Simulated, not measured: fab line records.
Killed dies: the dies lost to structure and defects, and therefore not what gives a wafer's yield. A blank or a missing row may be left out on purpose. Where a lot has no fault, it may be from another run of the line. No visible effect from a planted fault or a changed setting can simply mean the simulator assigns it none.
Split-lot experiment -- flow berkeley-cmos170 -- route with 331 steps; 5 lots, 23 wafers read

== ABOUT THE SPLIT ==
At UCB170_CONTACT_COAT_04 (resist thk 900 nm), the setting resist-thk-nm was moved away from the recipe's 900 nm on 7 of the 23 wafers read, by -5.8% to -1.6%. For the rest of the wafers, this setting stayed at what the recipe calls for.

The split's own step is where the reading is taken.

== THE READING ==
KrF_of_CONTACT_COAT_04.thk-nm (the simulator's own value, which no gauge read), in nm, at UCB170_CONTACT_COAT_04 (resist thk 900 nm). There is no usual value for it anywhere in the file. Across the 16 wafers here that went through the recipe, the average is 903.2 nm and the standard deviation 2.4 nm.

wafer,"tool, chamber at the split","resist-thk-nm as run, nm",against the recipe,"KrF_of_CONTACT_COAT_04.thk-nm, nm",against lot-mates on the recipe
L075.1,"litho-track-04, 0",878.1,-2.4%,880.3,-22.0
L075.2,"litho-track-04, 0",900,recipe,901.5,-
L075.3,"litho-track-04, 0",878.1,-2.4%,882.6,-19.7
L075.5,"litho-track-04, 0",900,recipe,901.4,-
L075.6,"litho-track-04, 0",900,recipe,904,-
L074.1,"litho-track-04, 0",900,recipe,902.8,-
L074.3,"litho-track-04, 0",900,recipe,903.1,-
L074.6,"litho-track-04, 0",900,recipe,905.7,-
L080.1,"litho-track-04, 0",900,recipe,901.5,-
L080.2,"litho-track-04, 0",885.6,-1.6%,890.1,-13.1
L080.3,"litho-track-04, 0",885.6,-1.6%,889.8,-13.4
L080.4,"litho-track-04, 0",885.6,-1.6%,891.7,-11.5
L080.6,"litho-track-04, 0",900,recipe,904.9,-
L082.1,"litho-track-04, 0",848,-5.8%,852.8,-54.0
L082.2,"litho-track-04, 0",900,recipe,907.4,-
L082.3,"litho-track-04, 0",848,-5.8%,853.9,-52.9
L082.4,"litho-track-04, 0",900,recipe,907.2,-
L082.6,"litho-track-04, 0",900,recipe,905.9,-
L081.1,"litho-track-02, 0",900,recipe,899.4,-
L081.2,"litho-track-02, 0",900,recipe,900,-
L081.3,"litho-track-02, 0",900,recipe,902,-
L081.4,"litho-track-02, 0",900,recipe,901.2,-
L081.5,"litho-track-02, 0",900,recipe,903.7,-

FIT RESULTS
A straight line over all 23 wafers: KrF_of_CONTACT_COAT_04.thk-nm changes by +8.63 nm for each +1% of resist-thk-nm; r = +0.99; the points scatter about the line by 2.2 nm.
The same after taking each lot's own level away (the mean of its wafers on the recipe; 23 wafers): +9.12 nm for each +1%; r = +1.00; scatter 1.5 nm.
According to that fit, moving resist-thk-nm by its largest amount changes the reading by 53 nm.
The lots' own levels span 901.26 to 906.83 nm, that is 2.3 times the standard deviation above.
The two slopes are in agreement: the lot-to-lot level therefore moves the slope only a little.
Check: with one of the wafers moved furthest among these (-5.8%) left out of the fit, the line predicts -51.3 nm for it against its lot-mates. Against them it came out at -54 nm.

== THE OTHER SPLITS THESE WAFERS WENT THROUGH ==
These wafers also went through other splits before the reading. Each is held against what the fit with the lots' levels taken away leaves over:
other split on the same wafers,wafers away from the commonest value,r with KrF_of_CONTACT_COAT_04.thk-nm (lot level and that fit taken away)
UCB170_SILICIDE_SPUTTER_01 time-s,9,-0.04

== THE WHOLE CHAIN: every reading that the file lists as answering this split, in the file's order ==
step,what it does,reading,change (the file's fit),r (the file's)
UCB170_CONTACT_COAT_04,resist thk 900 nm,"KrF_of_CONTACT_COAT_04.thk-nm (the simulator's own value, which no gauge read)",+9.08 nm for each +1% of the setting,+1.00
UCB170_CONTACT_STRIP_06,strips in O2,strip-time-to-endpoint-s,withheld for each +1% of the setting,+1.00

== THE FILE'S OWN FIT ==
KrF_of_CONTACT_COAT_04.thk-nm changes by +9.08 nm for each +1% of resist-thk-nm, r = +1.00.
